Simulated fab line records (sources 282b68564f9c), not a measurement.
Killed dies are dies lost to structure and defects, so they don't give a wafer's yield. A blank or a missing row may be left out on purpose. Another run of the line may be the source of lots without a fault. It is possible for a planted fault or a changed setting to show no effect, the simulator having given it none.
The tool behind it: which one? -- flow rit cmos -- 21 wafers from 7 lots sampled at 2 of the route's 202 steps

== WHAT THE GAUGES READ, wafer by wafer ==
RIT_PSD_TW_MEAS_10.
lot,measured,on,PSD_TW
L499,day 3 23:33,film metro-04,3406 3402 3400
L500,day 4 05:25,film metro-04,3465 3449 3436
L504,day 4 23:04,film metro-04,3442 3443 3431
L509,day 5 17:20,film metro-04,3179 3223 3197
L511,day 6 00:47,film metro-03,3479 3474 3489
L513,day 6 10:47,film metro-03,3489 3494 3474
L520,day 8 00:19,film metro-04,3425 3402 3424

== WHICH TOOL RAN EACH LOT (tool, then ch and the chambers of the sampled wafers, then the start) ==
lot,RIT_PSD_IMPLANT_08
L499,"implanter-01 ch 0, day 3 23:14"
L500,"implanter-02 ch 0, day 4 05:05"
L504,"implanter-01 ch 0, day 4 22:46"
L509,"implanter-02 ch 0, day 5 17:02"
L511,"implanter-01 ch 0, day 6 00:28"
L513,"implanter-04 ch 0, day 6 10:28"
L520,"implanter-04 ch 0, day 8 00:00"
- RIT_PSD_IMPLANT_08

== THE ANSWER, worked out from the rows above alone ==
Rule: what is usual is taken from the lots themselves. The widest of any qualifying gaps counts: lots, ordered by their means at a reading, are off when they make up no more than a third of the lots, leave a main group of 4 or more, and stand apart from it by 3 or more times the standard deviation of that group's means. The tables above print the reading to a certain number of digits; a main group whose means all agree to those digits is not used. A lot without any number at a reading at which 4 lots or more have one is off too. All remaining lots with rows at the step are treated as sound.
Off: L509, seen at RIT_PSD_TW_MEAS_10 (PSD_TW). The main group: mean 3446, standard deviation 30.
A tool fits if, at a process step before that reading, it ran every lot that is off, and no sound lot after the first of them. Those tools and the gauges at RIT_PSD_TW_MEAS_10 are tried in the same way. One fits: RIT_PSD_IMPLANT_08 on implanter-02. Its last sound lot is L500 (day 4 05:05), its first lot that is off L509 (day 5 17:02): a fault that began between those two fits.

== WHAT WAS PUT IN BY THE SIMULATOR ==
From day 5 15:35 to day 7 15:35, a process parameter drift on implanter-02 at RIT_PSD_IMPLANT_08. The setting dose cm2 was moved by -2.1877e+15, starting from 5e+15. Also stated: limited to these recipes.
Lots struck among those shown: L509. The rule above found the same.
